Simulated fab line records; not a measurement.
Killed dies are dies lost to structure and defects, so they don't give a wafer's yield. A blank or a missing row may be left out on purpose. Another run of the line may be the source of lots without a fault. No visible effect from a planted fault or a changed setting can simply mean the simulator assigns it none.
What tool caused it? | flow berkeley-cmos170 | 21 wafers from 7 lots sampled at 2 of the route's 331 steps

## WHAT THE GAUGES READ, wafer by wafer
UCB170_SDANNEAL_RS_MEAS_05: the measuring method here is four-point-probe.
lot  | measured     | on            | NLDD_RS (ohm/sq)
L324 | day 6 11:31  | film-metro-01 | 615.8 615.6 614.7
L330 | day 8 03:19  | film-metro-02 | 616.7 616.7 618.4
L332 | day 8 21:59  | film-metro-01 | 712.5 709.8 712.8 710.8 708.6 711.8
L336 | day 9 16:31  | film-metro-02 | 703.4 704.3 701.8 704.2 703.9 702.5
L340 | day 10 16:12 | film-metro-01 | 617.0 617.7 617.2
L342 | day 10 15:51 | film-metro-03 | 615.9 615.4 617.1
L346 | day 11 10:41 | film-metro-01 | 617.4 616.6 617.0

## WHICH TOOL RAN EACH LOT (tool, then ch and the chambers of the sampled wafers, then the start)
lot  | UCB170_NLDD_IMPLANT_08
L324 | implanter-03 ch 0, day 5 22:53
L330 | implanter-03 ch 0, day 7 15:19
L332 | implanter-03 ch 0, day 8 06:08
L336 | implanter-03 ch 0, day 9 03:46
L340 | implanter-02 ch 0, day 10 05:35
L342 | implanter-02 ch 0, day 10 06:34
L346 | implanter-02 ch 0, day 11 01:29
- UCB170_NLDD_IMPLANT_08

## THE ANSWER, worked out from the rows above alone
Rule: what is usual is taken from the lots themselves. Put in order of their means at a reading, lots are off if they are a third of the lots or fewer, leave a main group of 4 or more, and stand apart from it by a gap of 3 or more times the standard deviation of the main group's means; of several such gaps the widest counts. The tables above print the reading to a certain number of digits; a main group whose means all agree to those digits is not used. Also off: a lot with no number at a reading for which 4 or more lots have one. The other lots that the step has rows for count as sound.
Off: L332, L336, at UCB170_SDANNEAL_RS_MEAS_05 (NLDD_RS). The main group has a mean of 616.6 ohm/sq with a standard deviation of 0.75.
If a tool, at a process step before that reading, ran all the lots that are off and no sound lot after the first of them, it fits. The gauges at UCB170_SDANNEAL_RS_MEAS_05 are tried like those tools. One candidate fits, namely implanter-03 at UCB170_NLDD_IMPLANT_08. A fault onset in the window from L330 (day 7 15:19, its last sound lot) to L332 (day 8 06:08, its first lot off) fits.

## WHAT THE SIMULATOR HAD INSERTED
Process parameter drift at UCB170_NLDD_IMPLANT_08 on implanter-03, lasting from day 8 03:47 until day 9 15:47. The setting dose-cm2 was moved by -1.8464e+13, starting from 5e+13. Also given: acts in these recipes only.
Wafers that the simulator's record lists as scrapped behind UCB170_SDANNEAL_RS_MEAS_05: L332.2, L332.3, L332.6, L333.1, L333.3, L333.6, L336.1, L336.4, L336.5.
Lots struck among those shown: L332, L336. The rule given above showed the same thing.
